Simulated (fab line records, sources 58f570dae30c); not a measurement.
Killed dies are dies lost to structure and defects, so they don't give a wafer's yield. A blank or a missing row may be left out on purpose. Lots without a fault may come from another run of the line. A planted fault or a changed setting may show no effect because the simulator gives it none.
A struck lot beside a sound one | flow berkeley_cmos170 | 15 steps out of a route of 331
Sound: wafers L474.1, L474.5, L474.6. Struck: wafers L487.1, L487.3, L487.5. The cause comes at the end.
At each step with rows: each side's tool, then ch and its chambers, then its first start. Under that, the readings that differ: sound wafers | struck wafers | difference of the means | sigmas: that difference in standard deviations of wafers without a fault.
alike: readings whose means differ by less than 2 such deviations, and words and numbers that are the same on both sides. not compared: withheld readings, readings that some wafer has no value for, bounds like >300 that may hide the same value, and numbers for which the record gives no deviation and whose values overlap.
The two part at a step that has a row with sigmas, a row that says differs or no value, or rows on one side only. Numbers that don't overlap but have no deviation are shown without sigmas and don't part them. A reading that every wafer of one side lacks parts them only if that side has two wafers or more.

UCB170_M2_STRIP_07: strips in O2.
  sound on plasma_asher-01 ch 0,1, day 8 11:19; struck on plasma_asher-03 ch 0,1, day 10 23:35
  alike: drypump_motor_current_A, o2_flow_sccm, oes_product_au, strip_time_to_endpoint_s
  not compared: rf_hours_counter_h
then, 7 steps without rows for these wafers: UCB170_M2_STRIP_08 (strips KrF in DMSO, time 600 s); UCB170_M2_COAT_09; UCB170_M2_COAT_10 (resist thk 900 nm); UCB170_M2_SOFTBAKE_11 (time 60 s); UCB170_M2_EXPOSE_12 (exposes mask METAL2, target cd 700 nm); UCB170_M2_PEB_13; UCB170_M2_DEVELOP_14 (develop time 45 s).
UCB170_M2_CD_MEAS_15: target cd 700 nm.
  sound on cd_sem-01, day 8 14:40; struck on cd_sem-01, day 11 02:54
  alike: cd_nm
UCB170_M2_OVL_MEAS_16:
  sound on overlay-01, day 8 14:47; struck on overlay-01, day 11 03:01
  alike: M2_OVL
UCB170_M2_ETCH_17: etches BARC in N2/H2.
  sound on rie_diel-04 ch 0,3, day 8 14:49; struck on rie_diel-02 ch 0,1, day 11 03:04
  alike: drypump_motor_current_A, oes_product_au, rf_fwd_power_W, throttle_valve_pct
UCB170_M2_METAL_ETCH_18: etches Al in Cl2/BCl3, stops on SiO2, target depth 1170 nm, time 195 s.
  sound on rie_metal-01 ch 0,1, day 8 14:52; struck on rie_metal-03 ch 0, day 11 03:06
  reading                | sound             | struck            | difference | sigmas
  throttle_valve_pct (%) | 24.05 24.03 24.50 | 24.69 24.68 24.69 | +0.49      | +2
  alike: drypump_motor_current_A, oes_product_au, rf_fwd_power_W
  not compared: rf_hours_counter_h
UCB170_M2_STRIP_19: strips in O2.
  sound on plasma_asher-02 ch 0,1, day 8 15:03; struck on plasma_asher-02 ch 0, day 11 03:17
  reading                             | sound             | struck            | difference | sigmas
  oes_product_au (a.u.)               | 0.538 0.535 0.525 | 0.020 0.020 0.020 | -0.513     | -57
  model.KrF_of_M2_COAT_10.thk_nm (nm) | 0 0 0             | 193.8 197.7 203.5 | +198.3     |
  alike: drypump_motor_current_A, o2_flow_sccm
  not compared: rf_hours_counter_h
UCB170_M2_CD_MEAS_90: target cd 700 nm.
  sound on cd_sem-01, day 8 15:11; struck on cd_sem-01, day 11 03:30
  alike: cd_nm
UCB170_M3_PROBE_99:
  the record has rows for the struck wafers here (prober-01, day 11 10:19) and none for the sound ones

WHERE THEY PART
First at UCB170_M2_METAL_ETCH_18; last, within this record, at UCB170_M3_PROBE_99.

WHY: what the simulator had put in
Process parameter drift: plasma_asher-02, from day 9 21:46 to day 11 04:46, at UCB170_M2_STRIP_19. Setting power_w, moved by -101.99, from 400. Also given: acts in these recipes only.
